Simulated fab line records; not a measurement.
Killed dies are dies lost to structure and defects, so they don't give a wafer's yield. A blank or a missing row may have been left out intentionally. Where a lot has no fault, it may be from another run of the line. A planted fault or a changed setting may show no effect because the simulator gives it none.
Split-lot experiment | flow rit-cmos | 5 lots, 23 wafers read, on a route of 202 steps

## THE SPLIT
At RIT_NWELL_COAT_01 (resist thk 1300 nm), the setting spin-rpm was moved away from the recipe's 2000 rpm on 7 of the 23 wafers read, by -6.3% to +4.5%. All remaining wafers had this setting at the recipe value.

## FROM THE SPLIT TO THE READING: what the file shows between them, 3 steps
- RIT_NWELL_SOFTBAKE_02: time 60 s
- RIT_NWELL_EXPOSE_03: exposes mask M2, target cd 43900 nm
- RIT_NWELL_DEVELOP_05: develop time 68 s

## THE READING
NOVOLAK_of_NWELL_COAT_01.thk-nm (the simulator's own value, which no gauge read), in nm, at RIT_NWELL_HARDBAKE_07 (time 120 s). There is no usual value for it anywhere in the file. Here, 16 wafers ran the recipe; their average is 1135 nm with a standard deviation of 2.6 nm.

wafer  | tool, chamber at the split | spin-rpm as run, rpm | against the recipe | NOVOLAK_of_NWELL_COAT_01.thk-nm, nm | against lot-mates on the recipe
L074.1 | litho-track-04, 0          | 2000                 | recipe             | 1131                                | -
L074.3 | litho-track-04, 0          | 2000                 | recipe             | 1131                                | -
L074.2 | litho-track-04, 0          | 2000                 | recipe             | 1134                                | -
L074.4 | litho-track-04, 0          | 2000                 | recipe             | 1132                                | -
L074.6 | litho-track-04, 0          | 2000                 | recipe             | 1132                                | -
L077.2 | litho-track-02, 0          | 2000                 | recipe             | 1135                                | -
L077.3 | litho-track-02, 0          | 2000                 | recipe             | 1135                                | -
L077.4 | litho-track-02, 0          | 2090                 | +4.5%              | 1109                                | -26
L077.5 | litho-track-02, 0          | 2090                 | +4.5%              | 1112                                | -23
L077.6 | litho-track-02, 0          | 2090                 | +4.5%              | 1112                                | -23
L079.1 | litho-track-02, 0          | 2044                 | +2.2%              | 1125                                | -12
L079.4 | litho-track-02, 0          | 2044                 | +2.2%              | 1125                                | -12
L079.2 | litho-track-02, 0          | 2000                 | recipe             | 1138                                | -
L079.3 | litho-track-02, 0          | 2000                 | recipe             | 1138                                | -
L079.5 | litho-track-02, 0          | 2000                 | recipe             | 1135                                | -
L082.1 | litho-track-02, 0          | 1874                 | -6.3%              | 1177                                | +39
L082.2 | litho-track-02, 0          | 2000                 | recipe             | 1138                                | -
L082.4 | litho-track-02, 0          | 2000                 | recipe             | 1138                                | -
L082.5 | litho-track-02, 0          | 2000                 | recipe             | 1137                                | -
L082.6 | litho-track-02, 0          | 1874                 | -6.3%              | 1176                                | +38
L085.2 | litho-track-01, 0          | 2000                 | recipe             | 1136                                | -
L085.4 | litho-track-01, 0          | 2000                 | recipe             | 1135                                | -
L085.5 | litho-track-01, 0          | 2000                 | recipe             | 1139                                | -

THE FIT
A straight line over all 23 wafers: NOVOLAK_of_NWELL_COAT_01.thk-nm changes by -5.99 nm for each +1% of spin-rpm; r = -0.99; the points scatter about the line by 2.7 nm.
The same after taking each lot's own level away (the mean of its wafers on the recipe; 23 wafers): -5.8 nm for each +1%; r = -1.00; scatter 1.5 nm.
The reading moves by 37 nm for the largest change in spin-rpm, on that fit.
From 1132.0 to 1137.7 nm: that is the span of the lots' own levels, equal to 2.2 times the standard deviation above.
The two slopes are in agreement: the lot-to-lot level therefore moves the slope only a little.
Check: for one of the wafers moved furthest among these (-6.3%), held out of the fit, the line's prediction against its lot-mates is +36 nm. It came out at +39.3 nm against them.

## OTHER SPLITS ON THESE WAFERS
Before the reading, these wafers also passed through other splits. Each is held against what the fit with the lots' levels taken away leaves over:
other split on the same wafers    | wafers away from the commonest value | r with NOVOLAK_of_NWELL_COAT_01.thk-nm (lot level and that fit taken away)
RIT_ACTIVE_OXIDATION_01 temp-c    | 10                                   | -0.11
RIT_ACTIVE_EXPOSE_08 dose-mj      | 5                                    | -0.01
RIT_ACTIVE_ETCH_13 over-etch-frac | 10                                   | +0.26
RIT_FOX2_OXIDATION_00 ox-time-s   | 10                                   | +0.18

## THE WHOLE CHAIN: every reading that the file lists as answering this split, in the file's order
step                  | what it does       | reading                                                                          | change (the file's fit)              | r (the file's)
RIT_NWELL_COAT_01     | resist thk 1300 nm | NOVOLAK_of_NWELL_COAT_01.thk-nm (the simulator's own value, which no gauge read) | -6.73 nm for each +1% of the setting | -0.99
RIT_NWELL_HARDBAKE_07 | time 120 s         | NOVOLAK_of_NWELL_COAT_01.thk-nm (the simulator's own value, which no gauge read) | -5.79 nm for each +1% of the setting | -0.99

## FILE'S OWN FIT
NOVOLAK_of_NWELL_COAT_01.thk-nm changes by -5.79 nm for each +1% of spin-rpm, r = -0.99.
